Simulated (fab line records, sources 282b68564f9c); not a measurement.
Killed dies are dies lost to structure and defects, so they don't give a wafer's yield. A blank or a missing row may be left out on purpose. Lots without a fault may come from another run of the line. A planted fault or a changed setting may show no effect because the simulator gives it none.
Which tool did it? | flow rit_cmos | 14 lots, 42 wafers sampled, at 4 steps of a route of 202

WHAT THE GAUGES READ, wafer by wafer
RIT_NLDD_OVL_MEAS_06. Usual: NLDD_OVL 1.1 nm, standard deviation 1.3.
lot  | measured    | on         | NLDD_OVL (nm) | flag
L405 | day 3 00:01 | overlay-02 | 1.3 1.2 -0.4  |
L407 | day 3 07:14 | overlay-01 | 1.7 0.3 2.6   |
L408 | day 3 14:50 | overlay-02 | 0.9 1.9 0.2   |
L409 | day 3 22:39 | overlay-02 | 1.2 1.1 1.0   |
L410 | day 3 22:53 | overlay-01 | 0.6 0.5 1.5   |
L413 | day 4 11:58 | overlay-01 | -0.6 1.2 -1.1 |
L415 | day 5 03:16 | overlay-02 | 0.2 0.7 0.7   |
L419 | day 5 21:53 | overlay-01 | 2.7 -0.3 1.7  |
L420 | day 6 06:36 | overlay-02 | -1.0 1.2 0.9  |
L422 | day 6 11:59 | overlay-01 | 2.2 3.2 2.2   |
L423 | day 6 19:17 | overlay-02 | 3.2 3.3 3.4   |
L424 | day 7 11:37 | overlay-01 | 2.6 0.9 1.8   |
L426 | day 7 17:38 | overlay-02 | 1.4 0.9 0.8   |
L427 | day 7 17:56 | overlay-01 | 0.6 2.3 3.5   |

RIT_M1_OVL_MEAS_10. Usual: M1_OVL -0.3 nm, standard deviation 1.5.
lot  | measured    | on         | M1_OVL (nm)    | flag
L405 | day 3 12:55 | overlay-02 | 0.0 -0.4 -0.3  |
L407 | day 3 23:04 | overlay-02 | -2.0 -2.2 -1.5 |
L408 | day 4 05:38 | overlay-01 | -0.6 0.2 0.2   |
L409 | day 4 11:46 | overlay-01 | -1.9 -2.7 0.4  |
L410 | day 4 13:09 | overlay-01 | 0.4 -1.0 -0.1  |
L413 | day 5 00:57 | overlay-02 | 0.2 0.3 -0.1   |
L415 | day 5 16:37 | overlay-01 | -2.1 -1.3 0.1  |
L419 | day 6 10:49 | overlay-02 | -2.6 -2.7 -2.7 |
L420 | day 6 19:31 | overlay-02 | -2.0 -1.6 -1.8 |
L422 | day 7 01:16 | overlay-01 | 1.3 -0.6 0.7   |
L423 | day 7 08:14 | overlay-01 | -0.8 -0.4 0.3  |
L424 | day 8 00:41 | overlay-02 | -1.1 -3.1 -2.7 |
L426 | day 8 07:02 | overlay-02 | 0.6 -1.4 1.1   |
L427 | day 8 08:40 | overlay-02 | 0.3 0.0 -1.0   |

WHICH TOOL RAN EACH LOT (tool, then ch and the chambers of the sampled wafers, then the start)
lot  | RIT_SILICIDE_RTA_04             | RIT_CONTACT_PEB_06
L405 | rtp_anneal-02 ch 0, day 3 08:53 | litho_track-04 ch 0, day 3 09:53
L407 | rtp_anneal-02 ch 0, day 3 19:02 | litho_track-03 ch 0, day 3 19:55
L408 | rtp_anneal-01 ch 0, day 4 01:40 | litho_track-03 ch 0, day 4 02:32
L409 | rtp_anneal-02 ch 0, day 4 07:45 | litho_track-04 ch 0, day 4 08:46
L410 | rtp_anneal-01 ch 0, day 4 09:03 | litho_track-03 ch 0, day 4 10:07
L413 | rtp_anneal-02 ch 0, day 4 20:56 | litho_track-03 ch 0, day 4 21:49
L415 | rtp_anneal-02 ch 0, day 5 12:23 | litho_track-03 ch 0, day 5 13:29
L419 | rtp_anneal-02 ch 0, day 6 06:55 | litho_track-02, day 6 07:49
L420 | rtp_anneal-01 ch 0, day 6 15:25 | litho_track-04, day 6 16:18
L422 | rtp_anneal-01 ch 0, day 6 21:07 | litho_track-02 ch 0, day 6 22:08
L423 | rtp_anneal-02 ch 0, day 7 04:06 | litho_track-04 ch 0, day 7 05:05
L424 | rtp_anneal-01 ch 0, day 7 20:36 | litho_track-02 ch 0, day 7 21:27
L426 | rtp_anneal-01 ch 0, day 8 02:49 | litho_track-04 ch 0, day 8 03:49
L427 | rtp_anneal-02 ch 0, day 8 04:24 | litho_track-03 ch 0, day 8 05:23
- RIT_SILICIDE_RTA_04: time 10 s, ramp up 5 s, ramp down 5 s.
- RIT_CONTACT_PEB_06

WHAT THE TOOLS THEMSELVES READ (means of the sampled wafers that have a number; where no wafer has one, the mark that the record gives instead)
RIT_SILICIDE_RTA_04. Usual: anneal_temp_c_max 652.7, standard deviation 0.56; wafer_temp_C_max 653.0, standard deviation 0.9.
lot  | tool          | anneal_temp_c_max | wafer_temp_C_max | flag
L405 | rtp_anneal-02 | 652.5             | 653.5            |
L407 | rtp_anneal-02 | 653.4             | 654.6            |
L408 | rtp_anneal-01 | 652.4             | 651.6            |
L409 | rtp_anneal-02 | 652.6             | 653.6            |
L410 | rtp_anneal-01 | 652.9             | 652.4            |
L413 | rtp_anneal-02 | 652.5             | 652.9            |
L415 | rtp_anneal-02 | 652.5             | 653.9            |
L419 | rtp_anneal-02 | 652.4             | 653.8            |
L420 | rtp_anneal-01 | 652.6             | 652.1            |
L422 | rtp_anneal-01 | 653.1             | 652.2            |
L423 | rtp_anneal-02 | 652.8             | 653.9            |
L424 | rtp_anneal-01 | 653.1             | 652.5            |
L426 | rtp_anneal-01 | 652.3             | 652.1            |
L427 | rtp_anneal-02 | 653.1             | 653.6            |

RIT_CONTACT_PEB_06. Usual: exhaust_pa 45.1 Pa, standard deviation 0.87.
lot  | tool           | exhaust_pa (Pa) | flag
L405 | litho_track-04 | 44.2            |
L407 | litho_track-03 | 45.2            |
L408 | litho_track-03 | 43.6            |
L409 | litho_track-04 | 45.9            |
L410 | litho_track-03 | 45.4            |
L413 | litho_track-03 | 45.5            |
L415 | litho_track-03 | 46.2            |
L419 | litho_track-02 | -               | OFF
L420 | litho_track-04 | -               | OFF
L422 | litho_track-02 | 44.9            |
L423 | litho_track-04 | 44.1            |
L424 | litho_track-02 | 44.4            |
L426 | litho_track-04 | 45.0            |
L427 | litho_track-03 | 45.4            |

THE ANSWER, worked out from the rows above alone
Rule: a lot is off if the mean of its wafers that have a number lies more than 3 standard deviations from the usual mean. A lot without any number at a reading at which 4 lots or more have one is off too. The other lots that the step has rows for count as sound. The gauges are gone through in route order, then the tools' own readings, and for those a lot's mean is taken as printed above. The first step at which some lot is off is used, and at that step the reading that is off furthest; a lot without a number counts as furthest.
Off: L419, L420, at RIT_CONTACT_PEB_06 (exhaust_pa). Without a number there: L419, L420.
A tool fits if, at that step or a process step before it, it ran every lot that is off, and no sound lot after the first of them. None of those tried fits.

WHAT THE SIMULATOR HAD PUT IN
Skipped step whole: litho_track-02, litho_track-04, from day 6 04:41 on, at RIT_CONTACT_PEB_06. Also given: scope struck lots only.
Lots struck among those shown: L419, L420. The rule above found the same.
